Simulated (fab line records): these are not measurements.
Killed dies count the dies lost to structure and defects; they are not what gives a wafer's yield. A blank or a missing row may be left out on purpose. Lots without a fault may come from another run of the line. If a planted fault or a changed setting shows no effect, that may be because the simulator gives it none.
One fault seen from 2 desks / flow rit cmos / numbers are kept per desk, each desk with only its own; the story behind them comes last

THE METROLOGY DESK
Lot by lot, what the gauges showed, no matter which tool ran the lot: averages of those sampled wafers that carry a number. Marked OUT: a lot whose mean sits more than 4 standard deviations from the usual mean, which makes it out of limits; the brackets give that distance.
Columns: A = M1_AL_RS at RIT_M1_RS_MEAS_01, usual 0.0733 ohm/sq; B = M1_AL_THK at RIT_M1_THK_MEAS_02, usual 405 nm; C = cd nm at RIT_M1_CD_MEAS_09, usual 2600.3 nm; D = M1_OVL at RIT_M1_OVL_MEAS_10, usual -0.5 nm
lot=L542; first seen here=day 3 16:44; A=0.0732; B=405; C=2599.5; D=0.7
lot=L550; first seen here=day 5 07:24; A=0.0731; B=406; C=2599.5; D=0.7
lot=L555; first seen here=day 6 07:41; A=0.0728; B=409; C=2599.4; D=0.8
lot=L556; first seen here=day 6 12:53; A=0.0734; B=403; C=2598.0; D=0.2
lot=L559; first seen here=day 7 04:20; A=0.0725; B=411; C=2601.3; D=-2.3
lot=L561; first seen here=day 7 16:00; A=0.0738; B=401; C=2600.5; D=-1.8
This desk found nothing out of limits on any of the 6 lots.

DESK OF THE TOOL OWNER: rie metal-01
The tool's own readings at RIT_M1_METAL_ETCH_12 (etches Al in Cl2/BCl3, stops on SiO2, time 165 s, target depth 600 nm): means of the sampled wafers that have a number, for each lot that ran on this tool. Marked OUT: a lot whose mean sits more than 4 standard deviations from the usual mean, which makes it out of limits; the brackets give that distance.
Columns: A = drypump motor current A at RIT_M1_METAL_ETCH_12, usual 5.66 A; B = oes product au at RIT_M1_METAL_ETCH_12, usual 0.776 a.u.; C = throttle valve pct at RIT_M1_METAL_ETCH_12, usual 8.30 %
lot=L550; first seen here=day 5 08:50; A=5.58; B=0.778; C=8.20
lot=L556; first seen here=day 6 14:28; A=5.61; B=0.843 (+5.2) OUT; C=8.20
lot=L559; first seen here=day 7 05:59; A=5.38; B=0.844 (+5.2) OUT; C=8.28
This desk's finding: out of limits on L556, L559; first on L556, day 6 14:28 (oes product au at RIT_M1_METAL_ETCH_12). In limits: L550.

TAKEN TOGETHER
At day 6 14:28, on L556, L559, the tool owner's desk was in a position to raise an alarm.
At the metrology desk, nothing out of limits was observed.
The metrology desk holds a record of L556, L559, inside its limits.
All the named lots went through RIT_M1_METAL_ETCH_12 on rie metal-01.

WHAT WAS PUT IN BY THE SIMULATOR
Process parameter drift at RIT_M1_METAL_ETCH_12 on rie metal-01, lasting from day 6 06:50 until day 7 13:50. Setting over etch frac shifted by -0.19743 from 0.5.
Shown lots that were struck: L556, L559.
Delay in hours, fault start to first out-of-limits reading, by desk: the tool owner's desk at 8.
